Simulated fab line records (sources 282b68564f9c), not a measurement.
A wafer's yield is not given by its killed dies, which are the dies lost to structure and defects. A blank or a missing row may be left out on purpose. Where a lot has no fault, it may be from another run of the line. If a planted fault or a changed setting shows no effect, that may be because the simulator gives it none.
Which tool did it? ; flow rit cmos ; Sampling: 14 lots, 42 wafers, 4 of 202 route steps

WHAT THE GAUGES READ, wafer by wafer
RIT_PRETRO_OVL_MEAS_06.
lot;measured;on;PRETRO_OVL (nm)
L972;day 2 14:01;overlay-02;0.8 0.5 0.6
L973;day 2 17:22;overlay-01;0.8 0.2 0.0
L975;day 3 04:21;overlay-02;0.2 1.0 0.4
L976;day 3 07:44;overlay-02;-1.4 -1.2 -0.5
L979;day 4 00:54;overlay-01;-0.6 -1.2 0.0
L981;day 4 09:22;overlay-02;-0.1 -1.1 1.0
L982;day 4 16:07;overlay-01;-0.3 1.5 -0.2
L986;day 5 11:41;overlay-02;1.1 0.4 1.8
L987;day 5 16:43;overlay-02;-1.0 -1.3 1.3
L988;day 5 23:07;overlay-01;0.2 -0.2 -0.5
L989;day 6 02:44;overlay-02;2.5 -0.2 0.8
L990;day 6 07:38;overlay-02;-1.5 -1.7 -1.0
L992;day 7 03:00;overlay-01;-0.1 1.6 0.1
L994;day 7 21:05;overlay-02;-0.1 0.5 0.3

RIT_PSD_OVL_MEAS_06.
lot;measured;on;PSD_OVL (nm)
L972;day 3 07:00;overlay-01;2.6 2.4 2.4
L973;day 3 12:16;overlay-02;1.7 0.5 2.2
L975;day 3 21:29;overlay-02;-0.6 0.9 -0.1
L976;day 4 01:12;overlay-02;1.4 1.6 1.8
L979;day 4 18:33;overlay-01;-0.3 -0.4 -0.7
L981;day 5 04:50;overlay-02;3.3 2.7 2.1
L982;day 5 13:49;overlay-02;-0.6 -1.0 -1.7
L986;day 6 05:46;overlay-02;2.1 0.4 1.7
L987;day 6 12:36;overlay-01;0.2 -0.1 0.2
L988;day 7 02:07;overlay-01;-0.3 -0.1 0.8
L989;day 7 02:21;overlay-02;2.1 2.1 1.4
L990;day 7 15:38;overlay-01;-1.3 -2.2 -2.8
L992;day 8 12:43;overlay-02;-1.9 -1.3 -1.7
L994;day 8 23:41;overlay-02;0.1 -0.3 0.1

RIT_M1_THK_MEAS_02: measures by xrf.
lot;measured;on;M1_AL_THK (nm)
L972;day 3 12:02;film metro-02;406 401 401
L973;day 3 17:10;film metro-04;406 412 411
L975;day 4 02:12;film metro-01;401 400 405
L976;day 4 05:59;film metro-02;404 404 409
L979;day 4 23:23;film metro-02;414 414 414
L986;day 6 10:24;film metro-04;414 403 411
L987;day 6 17:15;film metro-01;406 404 408
L988;day 7 06:53;film metro-01;409 408 402
L989;day 7 07:08;film metro-02;406 409 407
L990;day 7 20:17;film metro-01;406 408 413
L992;day 8 17:37;film metro-04;415 416 412
L994;day 9 04:55;film metro-01;396 399 399

EACH LOT AND THE TOOL THAT RAN IT (in order: tool; ch and the chambers of the sampled wafers; start)
lot;RIT_SILICIDE_WET_ETCH_00
L972;wet bench-03 ch 3, day 3 08:49
L973;wet bench-03 ch 3, day 3 13:47
L975;wet bench-03 ch 1, day 3 22:59
L976;wet bench-03 ch 1, day 4 02:40
L979;wet bench-01 ch 3, day 4 20:02
L981;wet bench-01 ch 1, day 5 06:18
L982;wet bench-01 ch 3, day 5 15:21
L986;wet bench-01 ch 3, day 6 07:15
L987;wet bench-04 ch 1, day 6 14:04
L988;wet bench-01 ch 3, day 7 03:35
L989;wet bench-03 ch 0, day 7 03:49
L990;wet bench-01 ch 3, day 7 17:07
L992;wet bench-04 ch 1, day 8 14:25
L994;wet bench-01 ch 3, day 9 01:10
- RIT_SILICIDE_WET_ETCH_00: etches SiO2 in BOE, target depth 14 nm, time 15 s.

AS READ BY THE TOOLS THEMSELVES (means over the sampled wafers that have a number; for cases with no such wafer, the mark the record gives instead)
RIT_SILICIDE_WET_ETCH_00.
lot;tool;bath heat duty pct (%);run length s (s)
L972;wet bench-03;1.7;45.2
L973;wet bench-03;1.7;41.0
L975;wet bench-03;1.5;43.6
L976;wet bench-03;1.8;42.1
L979;wet bench-01;1.6;41.1
L981;wet bench-01;-;-
L982;wet bench-01;-;-
L986;wet bench-01;1.9;41.9
L987;wet bench-04;2.1;45.7
L988;wet bench-01;1.6;41.9
L989;wet bench-03;1.6;45.8
L990;wet bench-01;1.6;41.9
L992;wet bench-04;2.1;41.8
L994;wet bench-01;1.9;42.2

THE ANSWER, worked out from the rows above alone
Rule: the usual values come from the lots themselves. Put in order of their means at a reading, lots are off if they are a third of the lots or fewer, leave a main group of 4 or more, and stand apart from it by a gap of 3 or more times the standard deviation of the main group's means; of several such gaps the widest counts. Not used: any main group whose means are identical at the precision the tables above print for the reading. A lot without any number at a reading at which 4 lots or more have one is off too. Where the step has rows for the other lots, those lots are counted as sound. Order of review: gauges by route order, followed by the tools' own readings, for which a lot's mean as printed above is used. At the first step where some lot is off, the reading lying furthest off is the one used; lots without a number count as furthest.
Off: L981, L982, at RIT_SILICIDE_WET_ETCH_00 (bath heat duty pct). Without a number there: L981, L982. The main group has a mean of 1.8 % with a standard deviation of 0.19.
A tool fits if, at that step or a process step before it, it ran every lot that is off, and no sound lot after the first of them. Of those tried, none fits.

WHAT WAS PUT IN BY THE SIMULATOR
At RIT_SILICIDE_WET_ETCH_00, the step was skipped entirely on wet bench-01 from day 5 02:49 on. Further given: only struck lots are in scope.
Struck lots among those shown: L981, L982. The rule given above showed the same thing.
